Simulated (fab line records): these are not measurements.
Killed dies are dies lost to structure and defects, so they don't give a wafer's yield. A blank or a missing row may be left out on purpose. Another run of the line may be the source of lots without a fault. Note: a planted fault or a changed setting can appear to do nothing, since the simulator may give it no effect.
Split-lot experiment + flow rit-cmos + route with 202 steps; 5 lots, 23 wafers read

SPLIT DETAILS
At RIT_PLDD_IMPLANT_08, the setting energy-kev was moved away from the recipe's 20 on 7 of the 23 wafers read, by -5.1% to +5.7%. All remaining wafers had this setting at the recipe value.

The reading is taken at the split's own step.

THE READING
The simulator's own value implant.drp-nm, read by no gauge, in nm at RIT_PLDD_IMPLANT_08. The file does not state a usual value for it.

| wafer  | tool, chamber at the split | energy-kev as run | against the recipe | implant.drp-nm, nm | against lot-mates on the recipe |
|--------|----------------------------|-------------------|--------------------|--------------------|---------------------------------|
| L074.1 | implanter-02, 0            | 21.15             | +5.7%              | 10.14              | +0.388                          |
| L074.6 | implanter-02, 0            | 21.15             | +5.7%              | 10.14              | +0.388                          |
| L074.2 | implanter-02, 0            | 20                | recipe             | 9.752              | -                               |
| L074.3 | implanter-02, 0            | 20                | recipe             | 9.752              | -                               |
| L074.5 | implanter-02, 0            | 20                | recipe             | 9.752              | -                               |
| L076.1 | implanter-03, 0            | 20                | recipe             | 9.752              | -                               |
| L076.3 | implanter-03, 0            | 20                | recipe             | 9.752              | -                               |
| L076.6 | implanter-03, 0            | 20                | recipe             | 9.752              | -                               |
| L076.2 | implanter-03, 0            | 18.98             | -5.1%              | 9.399              | -0.353                          |
| L076.4 | implanter-03, 0            | 18.98             | -5.1%              | 9.399              | -0.353                          |
| L080.1 | implanter-03, 0            | 20                | recipe             | 9.752              | -                               |
| L080.2 | implanter-03, 0            | 20                | recipe             | 9.752              | -                               |
| L080.3 | implanter-03, 0            | 20                | recipe             | 9.752              | -                               |
| L080.5 | implanter-03, 0            | 20                | recipe             | 9.752              | -                               |
| L080.6 | implanter-03, 0            | 20                | recipe             | 9.752              | -                               |
| L084.1 | implanter-01, 0            | 21.14             | +5.7%              | 10.14              | +0.388                          |
| L084.3 | implanter-01, 0            | 21.14             | +5.7%              | 10.14              | +0.388                          |
| L084.5 | implanter-01, 0            | 21.14             | +5.7%              | 10.14              | +0.388                          |
| L084.4 | implanter-01, 0            | 20                | recipe             | 9.752              | -                               |
| L084.6 | implanter-01, 0            | 20                | recipe             | 9.752              | -                               |
| L085.2 | implanter-03, 0            | 20                | recipe             | 9.752              | -                               |
| L085.4 | implanter-03, 0            | 20                | recipe             | 9.752              | -                               |
| L085.6 | implanter-03, 0            | 20                | recipe             | 9.752              | -                               |

FIT RESULTS
A straight line over all 23 wafers: implant.drp-nm changes by +0.0682 nm for each +1% of energy-kev; r = +1.00; the points scatter about the line by 0.0018 nm.
The same after taking each lot's own level away (the mean of its wafers on the recipe; 23 wafers): +0.0682 nm for each +1%; r = +1.00; scatter 0.0018 nm.
According to that fit, moving energy-kev by its largest amount changes the reading by 0.39 nm.
The lots' own levels span 9.7520 to 9.7520 nm.
The two slopes agree, so the slope changes little with the lot-to-lot level.
Check: +0.392 nm against its lot-mates is what the line predicts for one of the wafers moved furthest among these (+5.7%) when that wafer is left out of the fit. Against them it came out at +0.388 nm.

ADDITIONAL SPLITS CARRIED BY THESE WAFERS
Before the reading, these wafers also passed through other splits. Each is held against what the fit with the lots' levels taken away leaves over:
| other split on the same wafers     | wafers away from the commonest value | r with implant.drp-nm (lot level and that fit taken away) |
|------------------------------------|--------------------------------------|-----------------------------------------------------------|
| RIT_NWELL_COAT_01 resist-thk-nm    | 8                                    | -0.30                                                     |
| RIT_NWELL_IMPLANT_08 dose-cm2      | 12                                   | +0.32                                                     |
| RIT_PWELL_IMPLANT_08 energy-kev    | 12                                   | +0.14                                                     |
| RIT_NRETRO_COAT_01 spin-rpm        | 7                                    | +0.03                                                     |
| RIT_PRETRO_COAT_01 spin-rpm        | 9                                    | +0.21                                                     |
| RIT_PRETRO_IMPLANT_08 dose-cm2     | 10                                   | +0.40                                                     |
| RIT_GATE_EXPOSE_13 dose-mj         | 10                                   | +0.18                                                     |
| RIT_GATE_DEVELOP_15 develop-time-s | 6                                    | +0.07                                                     |

THE WHOLE CHAIN: every reading that the file lists as answering this split, in the file's order
| step                | what it does | reading                                                         | change (the file's fit)                | r (the file's) |
|---------------------|--------------|-----------------------------------------------------------------|----------------------------------------|----------------|
| RIT_PLDD_IMPLANT_08 |              | implant.rp-nm (the simulator's own value, which no gauge read)  | +0.133 nm for each +1% of the setting  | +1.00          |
| RIT_PLDD_IMPLANT_08 |              | implant.drp-nm (the simulator's own value, which no gauge read) | +0.0682 nm for each +1% of the setting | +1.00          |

FILE'S OWN FIT
implant.drp-nm changes by +0.0682 nm for each +1% of energy-kev, r = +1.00.
